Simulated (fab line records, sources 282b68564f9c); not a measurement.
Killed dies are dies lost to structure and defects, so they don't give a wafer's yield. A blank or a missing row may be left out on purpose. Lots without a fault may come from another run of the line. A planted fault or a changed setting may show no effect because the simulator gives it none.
Problem report in the 8D (eight disciplines) form, filled by code | flow rit_cmos | the parts of the form that need people (team, actions taken, sign-off) are left out

1. THE PROBLEM
NLDD_TW at RIT_NLDD_TW_MEAS_10 reads a mean of 2713 on 6 wafers of 2 lots; wafers without a fault read 2472 with a standard deviation of 12. That is +20 standard deviations from the usual mean.
First seen on wafer L511.1, day 6 15:13, on film_metro-03. The record holds 42 wafers of 14 lots with a number at this step. Rule for "out", or "out of limits": more than 4 standard deviations from the usual mean. The other wafers with a number count as sound.

2. WHAT IT IS AND WHAT IT IS NOT
question                    | is                           | is not
which readings at this step | NLDD_TW                      | -
which lots                  | L511, L513                   | L493, L495, L496, L498, L500, L501, L502, L503, L505, L509, L510, L516
which wafers of those lots  | all that have a number       | -
read on which gauges        | film_metro-01, film_metro-03 | film_metro-04
when                        | from day 6 15:13             | up to then (33 sound wafers); but 3 sound wafers of L516 came after

3. SUSPECTS, AND WHAT RULES EACH OUT
Counting: a tool at a process step up to the reading stays a suspect if it ran every lot that is out and no sound lot after the first of them.
- the gauge at RIT_NLDD_TW_MEAS_10: ruled out. The wafers that are out were read on 2 gauges (film_metro-01, film_metro-03).
- implanter-01 at RIT_NLDD_IMPLANT_08: kept. It ran every lot that is out, first L511 (day 6 14:54), and no sound lot after that; its last sound lot up to then is L509 (day 6 10:57). Its own readings are out on those wafers: beam_on_s, faraday_current_uA.
Left after counting: implanter-01 at RIT_NLDD_IMPLANT_08.

4. THE CAUSE (what the simulator had put in)
Process parameter drift: implanter-01, from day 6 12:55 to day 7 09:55, at RIT_NLDD_IMPLANT_08. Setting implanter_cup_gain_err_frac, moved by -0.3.
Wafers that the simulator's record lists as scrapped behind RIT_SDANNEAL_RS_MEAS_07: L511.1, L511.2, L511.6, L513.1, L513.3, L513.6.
Counting left only this tool.

5. THE CHAIN OF EFFECTS, in route order
Each row: a reading whose mean over the struck wafers that have a number lies more than 3 standard deviations from the usual. Only readings for which the record gives a usual standard deviation are gone through. hours: the time from each lot's start at the first step in this table that gives one to its start at this step, as a median over the lots. sigmas: the change in usual standard deviations.
hours | step                    | reading            | usual        | on struck wafers | change | sigmas
0     | RIT_NLDD_IMPLANT_08     | beam_on_s          | 10.01 s      | 14.40            | +4.39  | +23
0     | RIT_NLDD_IMPLANT_08     | faraday_current_uA | 1571         | 1091             | -480   | -17
0     | RIT_NLDD_TW_MEAS_10     | NLDD_TW            | 2472         | 2713             | +241   | +20
13    | RIT_SDANNEAL_RS_MEAS_07 | NLDD_RS            | 151.5 ohm/sq | 113.5            | -38.0  | -69
The process steps in it:
- RIT_NLDD_IMPLANT_08

6. WHAT WOULD HAVE CAUGHT IT SOONER
In this record the first reading out of limits at a measuring or inspecting step was taken at day 6 15:13, 2 hours after the fault began at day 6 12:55.
The tool's own readings at RIT_NLDD_IMPLANT_08 were out on every struck wafer that the step has a row for (beam_on_s, faraday_current_uA): an alarm limit on them would have fired on the first of those.
Of the lots that are out (2), L513 began RIT_NLDD_IMPLANT_08 on implanter-01 after day 6 15:13. A hold on the tool at that time would have spared it.
